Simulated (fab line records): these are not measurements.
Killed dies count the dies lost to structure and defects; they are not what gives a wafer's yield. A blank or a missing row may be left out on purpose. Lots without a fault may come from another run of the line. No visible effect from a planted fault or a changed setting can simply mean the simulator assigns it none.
A lot that was struck, set against a sound lot :: flow rit-cmos :: 27 out of 202 route steps
Sound: wafers L234.2, L234.4, L234.6. The struck wafers were L236.2, L236.5, L236.6. The cause comes at the end.
For every step that has rows: the tool of each side, followed by ch and its chambers, followed by its first start. Under that, the readings that differ: sound wafers :: struck wafers :: difference of the means :: sigmas: that difference in standard deviations of wafers without a fault.
alike: readings whose means differ by less than 2 such deviations, and words and numbers that are the same on both sides. not compared: withheld readings, readings that some wafer has no value for, bounds like >300 that may hide the same value, and numbers for which the record gives no deviation and whose values overlap.
A row with sigmas, a row that says differs or no value, or rows on one side alone: a step with any of these is where the two part. Non-overlapping numbers with no deviation appear without sigmas and do not part them. A reading that every wafer of one side lacks parts them only if that side has two wafers or more.

first, 4 steps without rows for these wafers: RIT_CONTACT_SOFTBAKE_04 (time 60 s); RIT_CONTACT_EXPOSE_05 (exposes mask M11, target cd 1000 nm); RIT_CONTACT_PEB_06; RIT_CONTACT_DEVELOP_07 (develop time 120 s).
RIT_CONTACT_CD_MEAS_08 targets a cd of 1000 nm.
  sound on cd-sem-01, day 3 13:25; struck on cd-sem-02, day 3 23:20
  alike: cd-nm
RIT_CONTACT_OVL_MEAS_09:
  sound on overlay-02, day 3 13:31; struck on overlay-01, day 3 23:26
  alike: CONTACT_OVL
then, 1 step without rows for these wafers: RIT_CONTACT_HARDBAKE_10 (time 60 s).
RIT_CONTACT_ETCH_11: etches SiO2 in CHF3/CF4/Ar, stops on TiSi2, target depth 480 nm, time 320 s.
  sound on rie-diel-04 ch 1,2,3, day 3 13:42; struck on rie-diel-03 ch 0,3, day 3 23:42
  alike: drypump-motor-current-A, oes-product-au, rf-fwd-power-W, throttle-valve-pct
  not compared: rf-hours-counter-h
RIT_CONTACT_STRIP_12: strips in O2, time 180 s.
  sound on plasma-asher-01 ch 0,1, day 3 13:54; struck on plasma-asher-01 ch 0,1, day 3 23:53
  alike: drypump-motor-current-A
  not compared: rf-hours-counter-h
RIT_CONTACT_CD_MEAS_90 targets a cd of 1000 nm.
  sound on cd-sem-01, day 3 14:05; struck on cd-sem-02, day 4 00:05
  alike: cd-nm
then, 2 steps without rows for these wafers: RIT_CONTACT_CLEAN_13 (cleans in SC1, time 600 s); RIT_CONTACT_CLEAN_14 (cleans in SC2, time 600 s).
RIT_M1_SPUTTER_00: material Al, target thk 400 nm, time 500 s.
  sound on pvd-sputter-04, day 3 14:34; struck on pvd-sputter-04, day 4 00:33
  no value came back on the struck wafers for cathode-dc-power-W (W), chamber-pressure-pa (Pa), throttle-valve-pct (%); on the sound wafers cathode-dc-power-W (W) reads 2000.1 2000.0 2000.2
RIT_M1_RS_MEAS_01: a four-point-probe measurement.
  sound on film-metro-03, day 3 14:52; struck on film-metro-04, day 4 00:52
reading: M1_AL_RS (ohm/sq)
sound: 0.0742 0.0737 0.0735
struck: - - -
difference: no value on the struck wafers
sigmas: 
RIT_M1_THK_MEAS_02: measures by xrf.
  sound on film-metro-03, day 3 14:59; struck on film-metro-04, day 4 00:59
reading: M1_AL_THK (nm)
sound: 398 405 405
struck: <0 <0 <0
difference: differs
sigmas: 
then, 6 steps without rows for these wafers: RIT_M1_HMDS_03 (prime time 60 s); RIT_M1_COAT_04 (resist thk 1300 nm); RIT_M1_SOFTBAKE_05 (time 60 s); RIT_M1_EXPOSE_06 (exposes mask M12, target cd 2600 nm); RIT_M1_PEB_07; RIT_M1_DEVELOP_08 (develop time 68 s).
RIT_M1_CD_MEAS_09 targets a cd of 2600 nm.
  sound on cd-sem-01, day 3 15:56; struck on cd-sem-01, day 4 01:56
  alike: cd-nm
RIT_M1_OVL_MEAS_10:
  sound on overlay-01, day 3 16:02; struck on overlay-01, day 4 02:02
  alike: M1_OVL
then, 1 step without rows for these wafers: RIT_M1_HARDBAKE_11 (time 120 s).
RIT_M1_METAL_ETCH_12: etches Al in Cl2/BCl3, stops on SiO2, time 165 s, target depth 600 nm.
  sound on rie-metal-02 ch 0,1, day 3 16:19; struck on rie-metal-04 ch 0,1, day 4 02:19
reading: oes-product-au (a.u.)
sound: 0.773 0.774 0.782
struck: 0.322 0.327 0.346
difference: -0.445
sigmas: -32

reading: throttle-valve-pct (%)
sound: 8.12 8.16 8.12
struck: 8.52 8.53 8.47
difference: +0.37
sigmas: +3
  alike: drypump-motor-current-A, rf-fwd-power-W
  not compared: rf-hours-counter-h
then, 1 step without rows for these wafers: RIT_M1_STRIP_13 (strips in nmp, time 600 s).
RIT_M1_PROBE_99:
  sound on prober-01, day 3 18:40; struck on prober-01, day 4 04:38
reading: defect-limited-yield (%)
sound: 94.7 98.5 96.2
struck: 0 0 0
difference: -96
sigmas: -88

reading: killed_at_M0_to_M3
sound: 0 0 0
struck: 261 264 262
difference: +262
sigmas: 

reading: killed-at-front-end
sound: 14 4 10
struck: 3 0 2
difference: -8
sigmas: -3

reading: killed-dies
sound: 14 4 10
struck: 264 264 264
difference: +255
sigmas: +91

reading: killed-on-rim
sound: 6 2 1
struck: 70 70 70
difference: +67
sigmas: +42

reading: killed-short
sound: 6 3 4
struck: 0 0 1
difference: -4
sigmas: -2

reading: sort_bin_3_pad_short (%)
sound: 0 0 0
struck: 22.0 27.7 25.8
difference: +25.2
sigmas: +99 or more

reading: sort_bin_5_function (%)
sound: 2.7 0.8 2.3
struck: 75.4 70.8 69.7
difference: +70.0
sigmas: +82

reading: sort-n-pass
sound: 250.0 260.0 254.0
struck: 0 0 0
difference: -255
sigmas: -91

reading: sort-yield-pct (%)
sound: 94.7 98.5 96.2
struck: 0 0 0
difference: -96
sigmas: -88
  alike: killed-open, sort_bin_6_memory

WHERE THEY PART
First at RIT_M1_SPUTTER_00; last, within this record, at RIT_M1_PROBE_99.

WHY: whatever the simulator had introduced
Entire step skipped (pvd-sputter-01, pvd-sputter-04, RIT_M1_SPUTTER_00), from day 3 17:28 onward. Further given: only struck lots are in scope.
